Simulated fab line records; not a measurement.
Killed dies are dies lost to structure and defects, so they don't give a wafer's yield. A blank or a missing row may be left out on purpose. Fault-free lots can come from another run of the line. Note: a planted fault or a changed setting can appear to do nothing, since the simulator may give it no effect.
fab line records -- flow rit_cmos
record lots=15, wafers=45, last_day=7
route steps=202 shown PRETRO@72
lots that met no fault: from a run of the same line without faults
start_h: start of the lot's first displayed wafer, in hours after the record's first day -- wait_h: hours from the lot's prior step to this one -- " the same as in the row above -- L1.1+2: a row that stands for several wafers -- - no value, or no start given -- * or withheld: withheld -- < > ~ a bound
route shown NAME@n: names a module that has steps shown in the file, with the first one's number in the route -- usual: average and standard deviation across the fault-free wafers -- same: alike in all rows -- chamber/n: place in a boat -- sites: the reading at each site -- _std_site: standard deviation across them -- _edge_site: inner sites' mean taken away from outer sites' mean -- radius_mm: how far each site lies from the wafer's centre -- mask NAME#n: copy n -- behind: the tool/chamber that last shaped the wafer -- hold: why the lot went on hold/how many hours it stayed there/how the hold came to an end -- device: which transistor (n, p or np) failed to switch -- end of line: tests of these same wafers at the route's end -- step lacking rows: just its recipe -- killed: count of dies lost to structure and defects at first sort (not the wafer's yield) -- map: shows each die of a wafer: x if killed, . if not, _ if none is there
set.NAME: the setting as run; set.NAME@STEP: as run at that earlier step -- model.NAME: the simulator's own value behind a step, which no gauge read
a sample of lots followed through the steps of the route, with each step as a table and each wafer as a row
services: the hour from which a tool's chamber was out of use, counted from the record's first day as start_h (under 0 if before that day), plus the number of hours and why
## steps
# step RIT_PRETRO_IMPLANT_08
# recipe species=B, energy_kev=45, dose_cm2=1.2e+13, tilt_deg=7
# usual beam_energy_keV=44.997/0.014
lot.wafer,tool,chamber,start_h,wait_h,beam_energy_keV
L752.3,implanter-03,0,31.71,0.2,45.011
L752.4,implanter-03,0,31.71,0.2,45.015
L752.5,implanter-03,0,31.71,0.2,45.011
L754.3,implanter-03,0,41.02,0.2,54.917
L754.5,implanter-03,0,41.02,0.2,54.877
L754.6,implanter-03,0,41.02,0.2,54.913
L755.2,implanter-04,0,47.76,0.2,45.018
L755.3,implanter-04,0,47.76,0.2,45.006
L755.5,implanter-04,0,47.76,0.2,44.987
L757.1,implanter-03,0,57.55,0.2,54.880
L757.3,implanter-03,0,57.55,0.2,54.883
L757.6,implanter-03,0,57.55,0.2,54.880
L758.2,implanter-03,0,63.36,0.2,54.907
L758.5,implanter-03,0,63.36,0.2,54.888
L758.6,implanter-03,0,63.36,0.2,54.896
L764.2,implanter-04,0,90.98,0.2,44.998
L764.3,implanter-04,0,90.98,0.2,45.007
L764.6,implanter-04,0,90.98,0.2,45.009
L765.2,implanter-02,0,96.30,0.2,44.999
L765.3,implanter-02,0,96.30,0.2,44.991
L765.5,implanter-02,0,96.30,0.2,44.993
L766.3,implanter-02,0,101.19,0.2,44.964
L766.4,implanter-02,0,101.19,0.2,45.000
L766.5,implanter-02,0,101.19,0.2,44.994
L767.1,implanter-02,0,108.16,0.2,44.995
L767.2,implanter-02,0,108.16,0.2,44.975
L767.3,implanter-02,0,108.16,0.2,44.997
L768.2,implanter-02,0,113.32,0.2,44.992
L768.3,implanter-02,0,113.32,0.2,45.012
L768.4,implanter-02,0,113.32,0.2,45.011
L770.1,implanter-02,0,120.69,0.2,44.980
L770.3,implanter-02,0,120.69,0.2,45.005
L770.6,implanter-02,0,120.69,0.2,44.969
L771.1,implanter-04,0,125.98,0.2,45.010
L771.2,implanter-04,0,125.98,0.2,44.985
L771.4,implanter-04,0,125.98,0.2,45.007
L772.1,implanter-03,0,131.75,0.2,45.030
L772.3,implanter-03,0,131.75,0.2,45.018
L772.5,implanter-03,0,131.75,0.2,45.027
L774.4,implanter-02,0,140.72,0.2,44.994
L774.5,implanter-02,0,140.72,0.2,44.984
L774.6,implanter-02,0,140.72,0.2,44.981
L775.2,implanter-04,0,146.39,0.2,45.006
L775.4,implanter-04,0,146.39,0.2,45.002
L775.5,implanter-04,0,146.39,0.2,44.994
# step RIT_PRETRO_TW_MEAS_10
# usual PRETRO_TW=475/4.5
lot.wafer,tool,chamber,start_h,wait_h,PRETRO_TW
L752.3,film_metro-02,-,32.00,0.1,470
L752.4,film_metro-02,-,32.00,0.1,472
L752.5,film_metro-02,-,32.00,0.1,473
L754.3,film_metro-04,-,41.31,0.1,499
L754.5,film_metro-04,-,41.31,0.1,496
L754.6,film_metro-04,-,41.31,0.1,500
L755.2,film_metro-03,-,48.07,0.1,471
L755.3,film_metro-03,-,48.07,0.1,470
L755.5,film_metro-03,-,48.07,0.1,471
L757.1,film_metro-02,-,57.87,0.1,487
L757.3,film_metro-02,-,57.87,0.1,488
L757.6,film_metro-02,-,57.87,0.1,488
L758.2,film_metro-04,-,63.67,0.1,497
L758.5,film_metro-04,-,63.67,0.1,497
L758.6,film_metro-04,-,63.67,0.1,498
L764.2,film_metro-03,-,91.29,0.1,472
L764.3,film_metro-03,-,91.29,0.1,474
L764.6,film_metro-03,-,91.29,0.1,473
L765.2,film_metro-02,-,96.61,0.1,474
L765.3,film_metro-02,-,96.61,0.1,469
L765.5,film_metro-02,-,96.61,0.1,470
L766.3,film_metro-04,-,101.49,0.1,475
L766.4,film_metro-04,-,101.49,0.1,473
L766.5,film_metro-04,-,101.49,0.1,473
L767.1,film_metro-02,-,108.48,0.1,472
L767.2,film_metro-02,-,108.48,0.1,475
L767.3,film_metro-02,-,108.48,0.1,475
L768.2,film_metro-02,-,113.63,0.1,471
L768.3,film_metro-02,-,113.63,0.1,471
L768.4,film_metro-02,-,113.63,0.1,471
L770.1,film_metro-02,-,121.02,0.1,472
L770.3,film_metro-02,-,121.02,0.1,471
L770.6,film_metro-02,-,121.02,0.1,474
L771.1,film_metro-04,-,126.31,0.1,475
L771.2,film_metro-04,-,126.31,0.1,478
L771.4,film_metro-04,-,126.31,0.1,475
L772.1,film_metro-04,-,132.08,0.1,475
L772.3,film_metro-04,-,132.08,0.1,478
L772.5,film_metro-04,-,132.08,0.1,476
L774.4,film_metro-03,-,141.00,0.1,471
L774.5,film_metro-03,-,141.00,0.1,470
L774.6,film_metro-03,-,141.00,0.1,474
L775.2,film_metro-02,-,146.70,0.1,474
L775.4,film_metro-02,-,146.70,0.1,475
L775.5,film_metro-02,-,146.70,0.1,475
## services
tool,chamber,start_h,hours,kind
implanter-02,-,25.15,0.7,repair
implanter-04,-,27.00,2.8,repair
implanter-04,-,37.16,0.6,repair
implanter-02,-,41.72,3.7,repair
implanter-03,-,41.97,2.5,repair
implanter-04,-,47.88,2.1,pm
implanter-04,-,106.25,1.9,repair
implanter-03,-,113.44,3.2,repair
## key
first_sign step=RIT_PRETRO_IMPLANT_08, reading=beam_energy_keV, direction=up, sigmas=99+, usual=44.997, struck=54.893
effect step=RIT_PRETRO_TW_MEAS_10, reading=PRETRO_TW, direction=up, sigmas=4.3, usual=475, struck=494
met_at RIT_PRETRO_IMPLANT_08
struck_lots L754,L757,L758
tester_left_out L754,L757,L758
onset_between 31.71 41.02
fault kind=process_parameter_drift, tool=implanter-03, chamber=-, onset_h=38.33, steps=RIT_PRETRO_IMPLANT_08, channel=energy_kev, offset=9.9, shape=step, end_h=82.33, acts_in=these_recipes_only, stated=45
# tester_left_out: of these lots the tester's yield and bins aren't shown, on N5 and GAA mostly nor the transistor test; their killed dies are dies lost to structure and defects alone, not to doping, threshold or leakage, so they don't give the yield
